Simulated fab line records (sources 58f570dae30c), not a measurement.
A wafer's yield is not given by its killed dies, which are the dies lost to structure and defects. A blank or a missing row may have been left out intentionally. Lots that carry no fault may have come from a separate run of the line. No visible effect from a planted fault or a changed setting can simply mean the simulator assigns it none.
A struck lot beside a sound one -- flow berkeleyCmos170 -- 14 steps out of a route of 331
Sound: wafers L208.1, L208.5, L208.6. The struck wafers were L224.3, L224.4, L224.6. Last of all comes the cause.
For every step that has rows: the tool of each side, followed by ch and its chambers, followed by its first start. Under that, the readings that differ: sound wafers -- struck wafers -- difference of the means -- sigmas: that difference in standard deviations of wafers without a fault.
alike: readings whose means differ by less than 2 such deviations, and words and numbers that are the same on both sides. not compared: withheld readings, readings that some wafer has no value for, bounds like >300 that may hide the same value, and numbers for which the record gives no deviation and whose values overlap.
Wherever a step has rows on one side only, a row that says differs or no value, or a row with sigmas, the two part there. Numbers that don't overlap but have no deviation are shown without sigmas and don't part them. A reading missing from all wafers of one side parts the sides only when that side holds two or more wafers.

first, 1 step without rows for these wafers: UCB170_M3_PRE_CLEAN_00 (preclean etch time 60 s).
UCB170_M3_SPUTTER_01: material Al, target thk 900 nm, time 120 s.
  sound on pvdSputter-02, day 9 08:38; struck on pvdSputter-04, day 12 20:02
  alike: throttleValvePct
UCB170_M3_RS_MEAS_02: measures by four-point-probe.
  sound on filmMetro-04, day 9 08:43; struck on filmMetro-04, day 12 20:10
  alike: M3_AL_RS
UCB170_M3_THK_MEAS_03: measures by xrf.
  sound on filmMetro-04, day 9 08:50; struck on filmMetro-04, day 12 20:16
  alike: M3_AL_THK
then, 3 steps without rows for these wafers: UCB170_M3_HMDS_04 (prime time 60 s); UCB170_M3_COAT_05 (resist thk 900 nm); UCB170_M3_SOFTBAKE_06 (time 60 s).
UCB170_M3_STRIP_07: strips in O2.
  sound on plasmaAsher-04 ch 0,1, day 9 09:20; struck on plasmaAsher-01 ch 0,1, day 12 21:34
  alike: drypumpMotorCurrentA, oesProductAu, stripTimeToEndpointS
  not compared: rfHoursCounterH
then, 4 steps without rows for these wafers: UCB170_M3_STRIP_08 (strips KrF in DMSO, time 600 s); UCB170_M3_COAT_09; UCB170_M3_COAT_10 (resist thk 900 nm); UCB170_M3_SOFTBAKE_11 (time 60 s).
UCB170_M3_EXPOSE_12: exposes mask METAL3, target cd 700 nm.
  struck on krfScanner-01, day 12 22:41; sound on krfScanner-01 ch 0, day 9 10:04
  no value came back on the struck wafers for exposureDoseMJCm2, focusOffsetNm (nm); on the sound wafers exposureDoseMJCm2 reads 25.971 25.958 25.990
  alike: mask
following that, these wafers have no rows for 1 step: UCB170_M3_PEB_13.

WHERE THEY PART
Only at UCB170_M3_EXPOSE_12, as far as this record shows.

WHY: whatever the simulator had introduced
Whole step skipped at UCB170_M3_EXPOSE_12 on krfScanner-01, starting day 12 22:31. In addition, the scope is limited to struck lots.
